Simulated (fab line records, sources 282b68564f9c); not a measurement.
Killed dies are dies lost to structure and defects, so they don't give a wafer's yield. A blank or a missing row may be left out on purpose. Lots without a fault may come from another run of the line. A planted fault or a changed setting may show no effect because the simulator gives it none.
Split-lot experiment | flow rit_cmos | 5 lots, 23 wafers read, on a route of 202 steps

THE SPLIT
At RIT_ACTIVE_EXPOSE_08 (exposes mask M1, target cd 1400 nm), the setting dose_mj was moved away from the recipe's 225 on 8 of the 23 wafers read, by -2.4% to +4.1%. The other wafers ran this setting at the recipe's value.

FROM THE SPLIT TO THE READING: what the file shows between them, 6 steps
- RIT_ACTIVE_PEB_09
- RIT_ACTIVE_DEVELOP_10: develop time 50 s
- RIT_ACTIVE_CD_MEAS_11: target cd 1400 nm
- RIT_ACTIVE_HARDBAKE_12: time 60 s
- RIT_ACTIVE_ETCH_13: etches Si3N4 in SF6, stops on SiO2, time 210 s, target depth 210 nm
- RIT_ACTIVE_STRIP_14: strips in O2, time 180 s (also split here: pressure_mtorr)

THE READING
cd_nm, in nm, at RIT_ACTIVE_CD_MEAS_90 (target cd 1400 nm). Fault-free wafers of this fab line usually give 1400.1 nm, standard deviation 1.8 nm.

wafer  | tool, chamber at the split | dose_mj as run | against the recipe | cd_nm, nm | against lot-mates on the recipe
L074.1 | iline_stepper-01, 0        | 225            | recipe             | 1401.8    | -
L074.4 | iline_stepper-01, 0        | 225            | recipe             | 1401.4    | -
L074.5 | iline_stepper-01, 0        | 225            | recipe             | 1398.0    | -
L076.1 | iline_stepper-02, 0        | 225            | recipe             | 1402.6    | -
L076.2 | iline_stepper-02, 0        | 225            | recipe             | 1398.6    | -
L076.4 | iline_stepper-02, 0        | 225            | recipe             | 1398.1    | -
L076.5 | iline_stepper-02, 0        | 225            | recipe             | 1399.6    | -
L076.6 | iline_stepper-02, 0        | 225            | recipe             | 1400.1    | -
L077.1 | iline_stepper-02, 0        | 225            | recipe             | 1403.5    | -
L077.2 | iline_stepper-02, 0        | 230.8          | +2.6%              | 1392.7    | -10.2
L077.3 | iline_stepper-02, 0        | 230.8          | +2.6%              | 1395.9    | -7.0
L077.4 | iline_stepper-02, 0        | 225            | recipe             | 1402.1    | -
L077.5 | iline_stepper-02, 0        | 225            | recipe             | 1403.2    | -
L079.1 | iline_stepper-01, 0        | 225            | recipe             | 1399.5    | -
L079.3 | iline_stepper-01, 0        | 234.2          | +4.1%              | 1385.6    | -13.2
L079.4 | iline_stepper-01, 0        | 234.2          | +4.1%              | 1387.2    | -11.5
L079.5 | iline_stepper-01, 0        | 225            | recipe             | 1398.0    | -
L079.6 | iline_stepper-01, 0        | 234.2          | +4.1%              | 1389.6    | -9.2
L083.1 | iline_stepper-02, 0        | 219.6          | -2.4%              | 1403.5    | +7.2
L083.2 | iline_stepper-02, 0        | 219.6          | -2.4%              | 1402.3    | +6.0
L083.3 | iline_stepper-02, 0        | 225            | recipe             | 1393.4    | -
L083.4 | iline_stepper-02, 0        | 219.6          | -2.4%              | 1399.8    | +3.5
L083.5 | iline_stepper-02, 0        | 225            | recipe             | 1399.2    | -

THE FIT
A straight line over all 23 wafers: cd_nm changes by -2.32 nm for each +1% of dose_mj; r = -0.84; the points scatter about the line by 2.8 nm.
The same after taking each lot's own level away (the mean of its wafers on the recipe; 23 wafers): -2.73 nm for each +1%; r = -0.95; scatter 1.8 nm.
On that fit, the largest move of dose_mj shifts the reading by 11 nm.
The lots' own levels span 1396.30 to 1402.93 nm, that is 3.7 times the standard deviation above.
So the lot-to-lot level changes the slope: the two fits differ.
Check: with one of the wafers moved furthest among these (+4.1%) left out of the fit, the line predicts -11 nm for it against its lot-mates. It came out at -13.2 nm against them.

OTHER SPLITS ON THESE WAFERS
These wafers also went through other splits before the reading. Each is held against what the fit with the lots' levels taken away leaves over:
other split on the same wafers     | wafers away from the commonest value | r with cd_nm (lot level and that fit taken away)
RIT_ACTIVE_COAT_06 resist_thk_nm   | 8                                    | +0.42
RIT_ACTIVE_STRIP_14 pressure_mtorr | 15                                   | +0.09

THE WHOLE CHAIN: every reading that the file lists as answering this split, in the file's order
step                  | what it does                                                        | reading                                                       | change (the file's fit)              | r (the file's)
RIT_ACTIVE_CD_MEAS_11 | target cd 1400 nm                                                   | cd_nm                                                         | -2.7 nm for each +1% of the setting  | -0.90
RIT_ACTIVE_ETCH_13    | etches Si3N4 in SF6, stops on SiO2, time 210 s, target depth 210 nm | ACTIVE.cd_nm (the simulator's own value, which no gauge read) | -2.75 nm for each +1% of the setting | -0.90
RIT_ACTIVE_CD_MEAS_90 | target cd 1400 nm                                                   | cd_nm                                                         | -2.8 nm for each +1% of the setting  | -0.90

THE FILE'S OWN FIT
cd_nm changes by -2.8 nm for each +1% of dose_mj, r = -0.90.
